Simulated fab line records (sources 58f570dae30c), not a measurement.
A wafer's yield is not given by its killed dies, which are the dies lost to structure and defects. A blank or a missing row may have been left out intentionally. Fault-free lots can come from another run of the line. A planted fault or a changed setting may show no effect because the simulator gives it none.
Comparing a struck lot with a sound one / flow berkeley cmos170 / 15 steps out of a route of 331
Sound: wafers L248.2, L248.3, L248.5. Struck: wafers L264.2, L264.3, L264.6. The cause is named last.
Each step with rows lists, per side, the tool, then ch with its chambers, then its first start. Under that, the readings that differ: sound wafers / struck wafers / difference of the means / sigmas: that difference in standard deviations of wafers without a fault.
alike: words and numbers the same on both sides, and readings whose means are apart by under 2 such deviations; not compared: readings that were withheld, readings missing a value for some wafer, numbers with overlapping values and no deviation given by the record, and bounds like >300 which may hide the same value.
Wherever a step has rows on one side only, a row that says differs or no value, or a row with sigmas, the two part there. When numbers do not overlap yet have no deviation, they are printed without sigmas and do not part them. A reading that every wafer of one side lacks parts them only if that side has two wafers or more.

UCB170_CONTACT_STRIP_06: strips in O2.
  sound on plasma asher-02 ch 0,1, day 9 20:55; struck on plasma asher-01 ch 0,1, day 13 10:32
  alike: drypump motor current A, oes product au, strip time to endpoint s
  not compared: rf hours counter h
then, 1 step without rows for these wafers: UCB170_CONTACT_CLEAN_07 (cleans in SPM, time 600 s).
UCB170_CONTACT_RTA_08: time 10 s.
  sound on rtp anneal-01 ch 0, day 9 21:25; struck on rtp anneal-01 ch 0, day 13 10:52
  alike: lamp power pct, wafer_temp_C_max
then, 6 steps without rows for these wafers: UCB170_CONTACT_COAT_09; UCB170_CONTACT_COAT_10 (resist thk 900 nm); UCB170_CONTACT_SOFTBAKE_11 (time 60 s); UCB170_CONTACT_EXPOSE_12 (exposes mask CONT, target cd 700 nm); UCB170_CONTACT_PEB_13; UCB170_CONTACT_DEVELOP_14 (develop time 45 s).
UCB170_CONTACT_CD_MEAS_15: target cd 700 nm.
  struck on cd sem-02, day 13 12:28; sound on cd sem-02, day 9 22:27
  alike: cd nm
UCB170_CONTACT_OVL_MEAS_16:
  struck on overlay-01, day 13 12:34; sound on overlay-02, day 9 22:33
reading=CONTACT_OVL (nm); sound=12 14 8; struck=1 -3 -8; difference=-15; sigmas=-3
UCB170_CONTACT_ETCH_17: etches BARC in N2/H2.
  sound on rie diel-01 ch 2,3, day 9 22:35; struck on rie diel-03 ch 1,2,3, day 13 12:36
  alike: drypump motor current A, oes product au, throttle valve pct
UCB170_CONTACT_ETCH_18: etches PSG in CHF3/CF4/Ar, stops on TiSi2, target depth 840 nm, time 195 s.
  sound on rie diel-01 ch 2,3, day 9 22:00; struck on rie diel-03 ch 1,2,3, day 13 12:00
reading=oes product au (a.u.); sound=0.890 0.872 0.880; struck=0.966 0.993 1.007; difference=+0.108; sigmas=+8
reading=run length s (s); sound=224.0 222.5 222.5; struck=174.2 174.8 173.7; difference=-48.8; sigmas=-99 or more
reading=model.CONTACT.feature depth nm (nm); sound=701.2 700.8 703.7; struck=616.2 618.1 623.4; difference=-82.7; sigmas=
reading=model.etch.depth nm (nm); sound=701.2 700.8 703.7; struck=616.2 618.1 623.4; difference=-82.7; sigmas=
reading=model.KrF_of_CONTACT_COAT_10.thk nm (nm); sound=694.8 694.6 691.4; struck=743.9 744.4 741.3; difference=+49.6; sigmas=
  alike: drypump motor current A, throttle valve pct
  not compared: rf hours counter h
UCB170_CONTACT_STRIP_19: strips in O2.
  sound on plasma asher-04 ch 0,1, day 9 22:45; struck on plasma asher-04 ch 0,1, day 13 12:46
  alike: drypump motor current A, oes product au
  not compared: rf hours counter h
UCB170_M3_PROBE_99:
  rows exist in the record for the sound wafers here (prober-01, day 10 15:07), none for the struck ones

## WHERE THEY PART
Earliest at UCB170_CONTACT_OVL_MEAS_16; latest, in this record, at UCB170_M3_PROBE_99.

WHY: the cause the simulator had injected
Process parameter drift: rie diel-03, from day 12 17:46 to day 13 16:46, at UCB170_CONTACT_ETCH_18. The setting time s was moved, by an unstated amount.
